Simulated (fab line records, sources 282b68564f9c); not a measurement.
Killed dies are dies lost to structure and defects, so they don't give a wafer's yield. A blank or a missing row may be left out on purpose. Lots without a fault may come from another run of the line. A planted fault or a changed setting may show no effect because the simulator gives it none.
Split-lot experiment | flow rit_cmos | 5 lots, 23 wafers read, on a route of 202 steps

THE SPLIT
At RIT_NRETRO_COAT_01 (resist thk 1300 nm), the setting resist_thk_nm was moved away from the recipe's 1300 nm on 8 of the 23 wafers read, by -1.8% to +4.1%. The other wafers ran this setting at the recipe's value.

FROM THE SPLIT TO THE READING: what the file shows between them, 3 steps
- RIT_NRETRO_SOFTBAKE_02: time 60 s
- RIT_NRETRO_EXPOSE_03: exposes mask M4, target cd 43900 nm
- RIT_NRETRO_DEVELOP_05: develop time 68 s

THE READING
NOVOLAK_of_NRETRO_COAT_01.thk_nm (the simulator's own value, which no gauge read), in nm, at RIT_NRETRO_HARDBAKE_07 (time 120 s). The file gives no usual value for it. The 15 wafers here that ran the recipe average 1141 nm, standard deviation 2.9 nm.

wafer  | tool, chamber at the split | resist_thk_nm as run, nm | against the recipe | NOVOLAK_of_NRETRO_COAT_01.thk_nm, nm | against lot-mates on the recipe
L078.1 | litho_track-01, 0          | 1353                     | +4.1%              | 1187                                 | +44
L078.2 | litho_track-01, 0          | 1353                     | +4.1%              | 1185                                 | +42
L078.4 | litho_track-01, 0          | 1353                     | +4.1%              | 1185                                 | +42
L078.5 | litho_track-01, 0          | 1300                     | recipe             | 1142                                 | -
L078.6 | litho_track-01, 0          | 1300                     | recipe             | 1143                                 | -
L079.2 | litho_track-02, 0          | 1300                     | recipe             | 1137                                 | -
L079.4 | litho_track-02, 0          | 1300                     | recipe             | 1138                                 | -
L079.5 | litho_track-02, 0          | 1300                     | recipe             | 1134                                 | -
L080.1 | litho_track-03, 0          | 1300                     | recipe             | 1141                                 | -
L080.2 | litho_track-03, 0          | 1300                     | recipe             | 1140                                 | -
L080.3 | litho_track-03, 0          | 1334                     | +2.6%              | 1168                                 | +28
L080.5 | litho_track-03, 0          | 1334                     | +2.6%              | 1171                                 | +31
L080.6 | litho_track-03, 0          | 1300                     | recipe             | 1139                                 | -
L081.1 | litho_track-02, 0          | 1276                     | -1.8%              | 1116                                 | -26
L081.2 | litho_track-02, 0          | 1300                     | recipe             | 1143                                 | -
L081.3 | litho_track-02, 0          | 1276                     | -1.8%              | 1120                                 | -22
L081.4 | litho_track-02, 0          | 1300                     | recipe             | 1140                                 | -
L081.5 | litho_track-02, 0          | 1276                     | -1.8%              | 1117                                 | -24
L083.1 | litho_track-03, 0          | 1300                     | recipe             | 1140                                 | -
L083.2 | litho_track-03, 0          | 1300                     | recipe             | 1144                                 | -
L083.3 | litho_track-03, 0          | 1300                     | recipe             | 1141                                 | -
L083.4 | litho_track-03, 0          | 1300                     | recipe             | 1145                                 | -
L083.6 | litho_track-03, 0          | 1300                     | recipe             | 1145                                 | -

THE FIT
A straight line over all 23 wafers: NOVOLAK_of_NRETRO_COAT_01.thk_nm changes by +11.3 nm for each +1% of resist_thk_nm; r = +0.99; the points scatter about the line by 2.8 nm.
The same after taking each lot's own level away (the mean of its wafers on the recipe; 23 wafers): +11.2 nm for each +1%; r = +0.99; scatter 2.1 nm.
On that fit, the largest move of resist_thk_nm shifts the reading by 45 nm.
The lots' own levels span 1136.3 to 1143.0 nm, that is 2.3 times the standard deviation above.
So the lot-to-lot level changes the slope little: the two slopes agree.
Check: with one of the wafers moved furthest among these (+4.1%) left out of the fit, the line predicts +44.8 nm for it against its lot-mates. It came out at +44.5 nm against them.

OTHER SPLITS ON THESE WAFERS
These wafers also went through other splits before the reading. Each is held against what the fit with the lots' levels taken away leaves over:
other split on the same wafers   | wafers away from the commonest value | r with NOVOLAK_of_NRETRO_COAT_01.thk_nm (lot level and that fit taken away)
RIT_ACTIVE_CVD_03 temp_c         | 10                                   | -0.36
RIT_ACTIVE_COAT_06 resist_thk_nm | 9                                    | +0.46
RIT_ACTIVE_HARDBAKE_12 temp_c    | 9                                    | +0.00
RIT_FOX2_OXIDATION_00 ox_time_s  | 10                                   | +0.10
RIT_NWELL_COAT_01 resist_thk_nm  | 8                                    | -0.11
RIT_NWELL_IMPLANT_08 energy_kev  | 8                                    | +0.10

THE WHOLE CHAIN: every reading that the file lists as answering this split, in the file's order
step                   | what it does       | reading                                                                           | change (the file's fit)              | r (the file's)
RIT_NRETRO_COAT_01     | resist thk 1300 nm | NOVOLAK_of_NRETRO_COAT_01.thk_nm (the simulator's own value, which no gauge read) | +12.9 nm for each +1% of the setting | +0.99
RIT_NRETRO_HARDBAKE_07 | time 120 s         | NOVOLAK_of_NRETRO_COAT_01.thk_nm (the simulator's own value, which no gauge read) | +11.1 nm for each +1% of the setting | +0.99

THE FILE'S OWN FIT
NOVOLAK_of_NRETRO_COAT_01.thk_nm changes by +11.1 nm for each +1% of resist_thk_nm, r = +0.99.
